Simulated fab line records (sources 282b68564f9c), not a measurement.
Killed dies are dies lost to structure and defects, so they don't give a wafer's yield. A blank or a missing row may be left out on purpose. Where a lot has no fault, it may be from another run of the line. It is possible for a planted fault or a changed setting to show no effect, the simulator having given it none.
A single fault, viewed from 2 desks :: flow rit cmos :: what lay behind the numbers comes last; until then each desk has only its own

== AT THE METROLOGY DESK ==
Lot by lot, what the gauges showed, no matter which tool ran the lot: averages of those sampled wafers that carry a number. A lot is out of limits, marked OUT, if its mean lies more than 4 standard deviations from the usual mean; the brackets give that distance.
Columns: A = NLDD_TW at RIT_NLDD_TW_MEAS_10, usual 2495; B = NLDD_RS at RIT_SDANNEAL_RS_MEAS_07, usual 151.8 ohm/sq
lot: L809
first seen here: day 3 01:02
A: 2470
B: 152.5

lot: L810
first seen here: day 3 09:11
A: 2472
B: 152.5

lot: L811
first seen here: day 3 09:23
A: 2526
B: 151.9

lot: L812
first seen here: day 3 19:04
A: 2482
B: 151.2

lot: L813
first seen here: day 4 02:50
A: 2483
B: 151.8

lot: L815
first seen here: day 4 05:31
A: 2533
B: 151.7

lot: L817
first seen here: day 4 22:04
A: 2481
B: 152.8

lot: L818
first seen here: day 5 02:50
A: 2524
B: 151.5

lot: L819
first seen here: day 5 06:00
A: 2478
B: 150.3

lot: L820
first seen here: day 5 12:05
A: 2494
B: 152.2

lot: L824
first seen here: day 6 07:58
A: 2268 (-11) OUT
B: 157.4 (+9.4) OUT

lot: L825
first seen here: day 6 08:50
A: 2503
B: 151.5

lot: L826
first seen here: day 7 03:12
A: 2266 (-11) OUT
B: 156.8 (+8.5) OUT

lot: L830
first seen here: day 7 20:13
A: 2468
B: 152.4
This desk reports L824, L826 out of limits; the earliest was L824 at day 6 07:58 (NLDD_TW at RIT_NLDD_TW_MEAS_10). In limits: L809, L810, L811, L812, L813, L815, L817, L818, L819, L820, L825, L830.

== THE TOOL OWNER'S DESK: implanter-03 ==
The tool's own readings at RIT_NLDD_IMPLANT_08, given as means over the sampled wafers that have a number, one for each lot that went through this tool. A lot is out of limits, marked OUT, if its mean lies more than 4 standard deviations from the usual mean; the brackets give that distance.
Columns: A = beam energy keV at RIT_NLDD_IMPLANT_08, usual 20.000
lot: L812
first seen here: day 3 18:46
A: 20.001

lot: L813
first seen here: day 4 02:33
A: 19.999

lot: L815
first seen here: day 4 05:13
A: 20.006

lot: L817
first seen here: day 4 21:44
A: 19.992

lot: L824
first seen here: day 6 07:40
A: 13.994 (-99 or more) OUT

lot: L826
first seen here: day 7 02:53
A: 14.008 (-99 or more) OUT
Finding of this desk: L824, L826 out of limits; the first was L824 at day 6 07:40, on beam energy keV at RIT_NLDD_IMPLANT_08. In limits: L812, L813, L815, L817.

== BROUGHT TOGETHER ==
An alarm could have come from the tool owner's desk at day 6 07:40, on L824, L826.
L824, L826 would have let the metrology desk raise an alarm at day 6 07:58.
Of the lots named, all ran RIT_NLDD_IMPLANT_08 on implanter-03.

== WHAT THE SIMULATOR PUT IN ==
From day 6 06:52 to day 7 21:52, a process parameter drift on implanter-03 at RIT_NLDD_IMPLANT_08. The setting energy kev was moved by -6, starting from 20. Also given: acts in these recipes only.
Lots struck among those shown: L824, L826.
Delay (hours) between the fault's onset and each desk's first out-of-limits reading: 1 at the tool owner's desk, 1 at the metrology desk.
